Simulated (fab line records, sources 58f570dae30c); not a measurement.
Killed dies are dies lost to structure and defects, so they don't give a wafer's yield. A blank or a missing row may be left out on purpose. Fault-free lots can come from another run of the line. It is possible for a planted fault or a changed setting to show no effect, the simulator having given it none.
A struck lot beside a sound one / flow berkeley cmos170 / 42 out of 331 route steps
Sound: wafers L832.1, L832.3, L832.4. Wafers L841.3, L841.4, L841.6 were the ones struck. Last of all comes the cause.
For every step that has rows: the tool of each side, followed by ch and its chambers, followed by its first start. Under that, the readings that differ: sound wafers / struck wafers / difference of the means / sigmas: that difference in standard deviations of wafers without a fault.
alike: words and numbers the same on both sides, and readings whose means are apart by under 2 such deviations; not compared: readings that were withheld, readings missing a value for some wafer, numbers with overlapping values and no deviation given by the record, and bounds like >300 which may hide the same value.
The two part at a step that has a row with sigmas, a row that says differs or no value, or rows on one side only. Numbers that don't overlap but have no deviation are shown without sigmas and don't part them. Lack of a reading on every wafer of one side parts them only where that side has two or more wafers.

UCB170_PWELL_STRIP_16: strips in O2.
  sound on plasma asher-01 ch 0,1, day 4 08:25; struck on plasma asher-01 ch 0,1, day 6 01:43
  alike: drypump motor current A, oes product au, strip time to endpoint s
  not compared: rf hours counter h
UCB170_PWELL_TW_MEAS_17:
  sound on film metro-03, day 4 08:31; struck on film metro-03, day 6 01:49
  alike: PWELL_TW
then, 5 steps without rows for these wafers: UCB170_PWELL_CLEAN_18 (cleans in SPM, time 600 s); UCB170_PWELL_WET_ETCH_19 (etches Si3N4 in H3PO4, time 14400 s); UCB170_PWELL_WET_ETCH_20 (etches SiO2 in BOE, time 22 s); UCB170_WELLDRIVE_CLEAN_00 (cleans in SPM, time 600 s); UCB170_WELLDRIVE_OXIDATION_01 (target thk 199 nm, ox time 9000 s).
UCB170_WELLDRIVE_THK_MEAS_02:
  sound on film metro-03, day 4 21:12; struck on film metro-03, day 6 14:55
  alike: WELLDRIVE_OXIDE_THK
then, 4 steps without rows for these wafers: UCB170_WELLDRIVE_ANNEAL_03 (time 900 s); UCB170_WELLDRIVE_WET_ETCH_04 (etches SiO2 in BOE, time 120 s); UCB170_ACTIVE_CLEAN_00 (cleans in SPM, time 600 s); UCB170_ACTIVE_CLEAN_01 (cleans in dHF, time 60 s).
UCB170_ACTIVE_OXIDATION_02: target thk 26.4 nm, ox time 1260 s.
  sound on furnace-01 ch 0, day 5 06:11; struck on furnace-01 ch 0, day 7 08:07
reading=model.SiO2_of_ACTIVE_OXIDATION_02.thk nm (nm); sound=26.54 26.04 26.15; struck=29.51 29.92 29.07; difference=+3.26; sigmas=
  alike: spike tc centre C, spike tc source C
UCB170_ACTIVE_THK_MEAS_03:
  sound on film metro-04, day 5 07:32; struck on film metro-02, day 7 09:29
reading=ACTIVE_OXIDE_THK (nm); sound=26.6 26.0 26.2; struck=29.5 29.9 29.1; difference=+3.2; sigmas=+7
then, 2 steps without rows for these wafers: UCB170_ACTIVE_ANNEAL_04 (time 900 s); UCB170_ACTIVE_CVD_05 (deposits Si3N4 from SiH2Cl2/NH3, target thk 220 nm, time 3300 s).
UCB170_ACTIVE_THK_MEAS_06:
  sound on film metro-01, day 5 14:38; struck on film metro-04, day 7 19:51
  alike: ACTIVE_NITRIDE_THK
then, 6 steps without rows for these wafers: UCB170_ACTIVE_HMDS_07 (prime time 60 s); UCB170_ACTIVE_COAT_08 (resist thk 900 nm); UCB170_ACTIVE_SOFTBAKE_09 (time 60 s); UCB170_ACTIVE_EXPOSE_10 (exposes mask ACTIVE, target cd 1200 nm); UCB170_ACTIVE_PEB_11; UCB170_ACTIVE_DEVELOP_12 (develop time 45 s).
UCB170_ACTIVE_CD_MEAS_13 targets a cd of 1200 nm.
  sound on cd sem-02, day 5 16:00; struck on cd sem-01, day 7 20:46
  alike: cd nm
UCB170_ACTIVE_OVL_MEAS_14:
  sound on overlay-02, day 5 16:07; struck on overlay-02, day 7 20:52
  alike: ACTIVE_OVL
UCB170_ACTIVE_ETCH_15: etches Si3N4 in CH3F/Ar/O2, stops on SiO2, target depth 242 nm, time 151 s.
  sound on rie diel-02 ch 0,1,3, day 5 16:09; struck on rie diel-02 ch 1,2,3, day 7 20:53
  alike: drypump motor current A, oes product au, throttle valve pct
  not compared: rf hours counter h
UCB170_ACTIVE_STRIP_16: strips in O2.
  sound on plasma asher-01 ch 0,1, day 5 16:15; struck on plasma asher-03 ch 0,1, day 7 21:01
  alike: drypump motor current A, oes product au, strip time to endpoint s
  not compared: rf hours counter h
UCB170_ACTIVE_CD_MEAS_90 targets a cd of 1200 nm.
  sound on cd sem-01, day 5 16:21; struck on cd sem-01, day 7 21:08
  alike: cd nm
then, 7 steps without rows for these wafers: UCB170_ACTIVE_CLEAN_17 (cleans in SPM, time 600 s); UCB170_PFIELD_HMDS_00 (prime time 60 s); UCB170_PFIELD_COAT_01 (resist thk 900 nm); UCB170_PFIELD_SOFTBAKE_02 (time 60 s); UCB170_PFIELD_EXPOSE_03 (exposes mask PFIELD, target cd 1500 nm); UCB170_PFIELD_PEB_04; UCB170_PFIELD_DEVELOP_05 (develop time 45 s).
UCB170_PFIELD_OVL_MEAS_06:
  sound on overlay-01, day 5 18:21; struck on overlay-01, day 7 23:29
  alike: PFIELD_OVL
after that, 1 step had no rows for these wafers: UCB170_PFIELD_IMPLANT_07.
UCB170_PFIELD_STRIP_08: strips in O2.
  sound on plasma asher-03 ch 0,1, day 5 18:32; struck on plasma asher-03 ch 0,1, day 7 23:41
  alike: drypump motor current A, oes product au, strip time to endpoint s
  not compared: rf hours counter h
UCB170_PFIELD_TW_MEAS_09:
  sound on film metro-01, day 5 18:38; struck on film metro-01, day 7 23:47
  alike: PFIELD_TW
UCB170_FIELD_CLEAN_00: cleans in dHF, time 7.5 s.
  sound on wet bench-02 ch 0, day 5 18:47; struck on wet bench-02 ch 2, day 7 23:49
reading=model.SiO2_of_ACTIVE_OXIDATION_02.thk nm (nm); sound=21.48 20.17 21.05; struck=24.45 24.52 23.93; difference=+3.40; sigmas=
then, 1 step without rows for these wafers: UCB170_FIELD_OXIDATION_01 (target thk 558.3 nm, ox time 7200 s).
UCB170_M3_PROBE_99:
  the record holds rows for the sound wafers here (prober-01, day 9 20:17) but none for the struck ones

== WHERE THEY PART ==
First at UCB170_ACTIVE_THK_MEAS_03; last, within this record, at UCB170_M3_PROBE_99.

WHY: what the simulator had put in
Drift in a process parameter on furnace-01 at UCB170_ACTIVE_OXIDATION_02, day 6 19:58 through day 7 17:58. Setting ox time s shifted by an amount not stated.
